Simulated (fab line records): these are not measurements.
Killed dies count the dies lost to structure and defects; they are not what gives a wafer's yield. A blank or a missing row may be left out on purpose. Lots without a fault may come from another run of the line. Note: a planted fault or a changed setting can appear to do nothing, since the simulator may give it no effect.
Split-lot experiment    flow berkeley_cmos170    on a route of 331 steps: 5 lots, 23 wafers read

== THE SPLIT ==
At UCB170_CONTACT_CVD_01 (deposits PSG from SiH4/O2/PH3, target thk 700 nm, time 2820 s), the setting pressure_mtorr was moved away from the recipe's 300 mTorr on 15 of the 23 wafers read, by -8.6% to +11.0%. For the rest of the wafers, this setting stayed at what the recipe calls for.

Between the split and the reading, the file records no step.

== THE READING ==
CONTACT_PSG_THK at UCB170_CONTACT_THK_MEAS_02, in nm. Fault-free wafers of this fab line usually give 697 nm, standard deviation 7.1 nm.

wafer   tool, chamber at the split  pressure_mtorr as run, mTorr  against the recipe  CONTACT_PSG_THK, nm  against lot-mates on the recipe
L074.2  lpcvd-02, 1                 300                           recipe              701                  -
L074.4  lpcvd-02, 1                 300                           recipe              703                  -
L074.5  lpcvd-02, 1                 300                           recipe              702                  -
L078.1  -, -                        333                           +11.0%              739                  no lot-mate on the recipe
L078.2  -, -                        333                           +11.0%              737                  no lot-mate on the recipe
L078.3  -, -                        333                           +11.0%              741                  no lot-mate on the recipe
L078.4  -, -                        333                           +11.0%              740                  no lot-mate on the recipe
L078.6  -, -                        333                           +11.0%              740                  no lot-mate on the recipe
L079.1  -, -                        274.3                         -8.6%               651                  no lot-mate on the recipe
L079.2  -, -                        274.3                         -8.6%               660                  no lot-mate on the recipe
L079.3  -, -                        274.3                         -8.6%               656                  no lot-mate on the recipe
L079.4  -, -                        274.3                         -8.6%               656                  no lot-mate on the recipe
L079.6  -, -                        274.3                         -8.6%               657                  no lot-mate on the recipe
L085.1  -, -                        314.4                         +4.8%               698                  no lot-mate on the recipe
L085.2  -, -                        314.4                         +4.8%               703                  no lot-mate on the recipe
L085.3  -, -                        314.4                         +4.8%               698                  no lot-mate on the recipe
L085.4  -, -                        314.4                         +4.8%               701                  no lot-mate on the recipe
L085.5  -, -                        314.4                         +4.8%               700                  no lot-mate on the recipe
L082.1  -, -                        300                           recipe              691                  -
L082.3  -, -                        300                           recipe              691                  -
L082.4  -, -                        300                           recipe              688                  -
L082.5  -, -                        300                           recipe              691                  -
L082.6  -, -                        300                           recipe              684                  -

THE FIT
A straight line over all 23 wafers: CONTACT_PSG_THK changes by +4.04 nm for each +1% of pressure_mtorr; r = +0.97; the points scatter about the line by 7.3 nm.
Too few moved wafers have a lot-mate on the recipe to fit a line with each lot's own level taken away.

== THE WHOLE CHAIN: every reading that the file lists as answering this split, in the file's order ==
step                        what it does                                                   reading                                                                        change (the file's fit)               r (the file's)
UCB170_CONTACT_CVD_01       deposits PSG from SiH4/O2/PH3, target thk 700 nm, time 2820 s  PSG_of_CONTACT_CVD_01.thk_nm (the simulator's own value, which no gauge read)  +4.02 nm for each +1% of the setting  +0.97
UCB170_CONTACT_THK_MEAS_02                                                                 CONTACT_PSG_THK                                                                +4.03 for each +1% of the setting     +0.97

== THE FILE'S OWN FIT ==
CONTACT_PSG_THK changes by +4.03 nm for each +1% of pressure_mtorr, r = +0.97.
